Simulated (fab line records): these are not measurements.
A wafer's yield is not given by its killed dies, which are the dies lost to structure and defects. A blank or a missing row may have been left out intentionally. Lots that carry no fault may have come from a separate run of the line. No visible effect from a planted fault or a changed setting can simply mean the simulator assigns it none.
2 desks looking at one fault :: flow berkeley-cmos170 :: numbers are kept per desk, each desk with only its own; the story behind them comes last

== DESK OF THE TOOL OWNER: implanter-04 ==
For each lot that ran on this tool, the mean over its sampled wafers that have a number, from the tool's own readings at UCB170_PFIELD_IMPLANT_07. The brackets show how far a lot's mean lies from the usual mean; more than 4 standard deviations puts the lot out of limits, marked OUT.
Columns: A = dose-ions-cm2 at UCB170_PFIELD_IMPLANT_07, usual 2.0001e+13; B = end-station-pressure-torr at UCB170_PFIELD_IMPLANT_07, usual 5.02e-06 Torr; C = faraday-current-uA at UCB170_PFIELD_IMPLANT_07, usual 63.6; D = tilt-deg at UCB170_PFIELD_IMPLANT_07, usual 7.001 degrees
lot: L192
first seen here: day 5 13:27
A: 1.9991e+13
B: 4.71e-06
C: 63.2
D: 6.977

lot: L203
first seen here: day 7 10:35
A: 1.5208e+13 (-99 or more) OUT
B: 5.13e-06
C: 48.1 (-11) OUT
D: 7.002

lot: L207
first seen here: day 8 09:02
A: 1.5205e+13 (-99 or more) OUT
B: 4.93e-06
C: 48.7 (-11) OUT
D: 7.005
Finding of this desk: L203, L207 out of limits; the first was L203 at day 7 10:35, on dose-ions-cm2 at UCB170_PFIELD_IMPLANT_07. Within limits: L192.

== METROLOGY DESK ==
Means of the sampled wafers that have a number, per lot and without regard to the tool the lot ran on: this is what the gauges read. The brackets show how far a lot's mean lies from the usual mean; more than 4 standard deviations puts the lot out of limits, marked OUT.
Columns: A = PFIELD_TW at UCB170_PFIELD_TW_MEAS_09, usual 604; B = SACOX_OXIDE_THK at UCB170_SACOX_THK_MEAS_02, usual 14.19 nm
lot: L189
first seen here: day 4 08:50
A: 599
B: 13.79

lot: L188
first seen here: day 4 09:05
A: 612
B: 14.48

lot: L190
first seen here: day 4 21:10
A: 614
B: 14.27

lot: L191
first seen here: day 5 02:37
A: 615
B: 14.21

lot: L193
first seen here: day 5 13:27
A: 600
B: 14.52

lot: L192
first seen here: day 5 13:42
A: 616
B: 14.10

lot: L195
first seen here: day 5 21:46
A: 615
B: 13.85

lot: L194
first seen here: day 5 22:20
A: 598
B: 13.91

lot: L196
first seen here: day 6 07:34
A: 616
B: 14.30

lot: L197
first seen here: day 6 07:43
A: 594
B: 14.30

lot: L198
first seen here: day 6 12:43
A: 596
B: 14.48

lot: L203
first seen here: day 7 10:50
A: 549 (-7.0) OUT
B: 13.76

lot: L207
first seen here: day 8 09:16
A: 551 (-6.7) OUT
B: 14.60
This desk's result: L203, L207 out of limits, first on L203 (PFIELD_TW at UCB170_PFIELD_TW_MEAS_09), day 7 10:50. Within limits: L189, L188, L190, L191, L193, L192, L195, L194, L196, L197, L198.

== PUT TOGETHER ==
The tool owner's desk had the chance to raise an alarm at day 7 10:35 on L203, L207.
The metrology desk could have raised an alarm at day 7 10:50, on L203, L207.
Every lot named ran UCB170_PFIELD_IMPLANT_07 on implanter-04.

== WHAT THE SIMULATOR HAD INSERTED ==
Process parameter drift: implanter-04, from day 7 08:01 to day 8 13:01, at UCB170_PFIELD_IMPLANT_07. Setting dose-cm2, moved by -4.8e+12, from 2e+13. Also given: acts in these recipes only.
Lots struck among those shown: L203, L207.
Fault start to first reading out of limits, in hours, per desk: tool owner, 3; metrology, 3.
